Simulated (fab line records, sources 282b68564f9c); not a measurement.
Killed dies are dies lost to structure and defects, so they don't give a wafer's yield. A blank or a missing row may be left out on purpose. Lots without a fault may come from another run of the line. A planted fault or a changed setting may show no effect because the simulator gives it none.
Chamber matching | flow rit_cmos | RIT_ACTIVE_ETCH_13 on rie_diel-04: 4 sister chambers
The step etches Si3N4 in SF6, stops on SiO2, time 210 s, target depth 210 nm. 14 wafers are shown with their chamber, then 7 later ones without.

WAFERS WITH THEIR CHAMBER
wafer  | chamber | drypump_motor_current_A (A) | throttle_valve_pct (%) | oes_product_au (a.u.)
L351.2 | 1       | 5.7                         | 7.48                   | 0.804
L351.3 | 2       | 6.2                         | 7.62                   | 0.790
L351.4 | 3       | 5.5                         | 7.63                   | 0.827
L352.1 | 0       | 6.2                         | 7.56                   | 0.813
L352.2 | 1       | 5.8                         | 7.48                   | 0.808
L352.5 | 0       | 6.2                         | 7.56                   | 0.800
L357.1 | 2       | 6.2                         | 7.62                   | 0.799
L357.3 | 3       | 5.4                         | 7.63                   | 0.831
L357.4 | 1       | 5.7                         | 7.48                   | 0.811
L363.2 | 0       | 6.2                         | 7.55                   | 0.804
L363.4 | 1       | 5.8                         | 7.47                   | 0.803
L363.5 | 1       | 5.7                         | 7.47                   | 0.807
L364.2 | 3       | 5.4                         | 7.61                   | 0.815
L364.3 | 1       | 5.7                         | 7.48                   | 0.811

SIGNATURES (means of the wafers above)
reading                 | chamber 0 | chamber 1 | chamber 2 | chamber 3 | scatter within a chamber
drypump_motor_current_A | 6.200     | 5.733     | 6.200     | 5.433     | 0.0447
throttle_valve_pct      | 7.5567    | 7.4767    | 7.6200    | 7.6233    | 0.00683
oes_product_au          | 0.80567   | 0.80733   | 0.79450   | 0.82433   | 0.0057
Rule: a wafer's distance from a chamber is the root of the sum, over the readings, of the square of ((its reading less the chamber's mean) divided by the reading's scatter). The wafer belongs to the nearest chamber; if the next one is less than 2 further off, it can't be placed. The scatter: the root of (the sum of the squares of (reading less its chamber's mean) over the shown wafers, divided by (wafers less chambers)).

WAFERS WITHOUT THEIR CHAMBER
wafer  | drypump_motor_current_A (A) | throttle_valve_pct (%) | oes_product_au (a.u.)
L364.6 | 5.7                         | 7.47                   | 0.806
L369.1 | 5.5                         | 7.63                   | 0.829
L369.2 | 6.2                         | 7.64                   | 0.796
L369.6 | 6.2                         | 7.56                   | 0.813
L371.2 | 5.7                         | 7.48                   | 0.811
L371.3 | 5.4                         | 7.63                   | 0.828
L371.4 | 6.2                         | 7.57                   | 0.801

WHICH CHAMBER EACH WENT THROUGH
wafer  | from the rows above | in truth
L364.6 | 1                   | 1
L369.1 | 3                   | 3
L369.2 | 2                   | 2
L369.6 | 0                   | 0
L371.2 | 1                   | 1
L371.3 | 3                   | 3
L371.4 | 0                   | 0
Placed correctly: 7 of 7. Can't be placed from these rows: 0. Placed wrongly: 0.
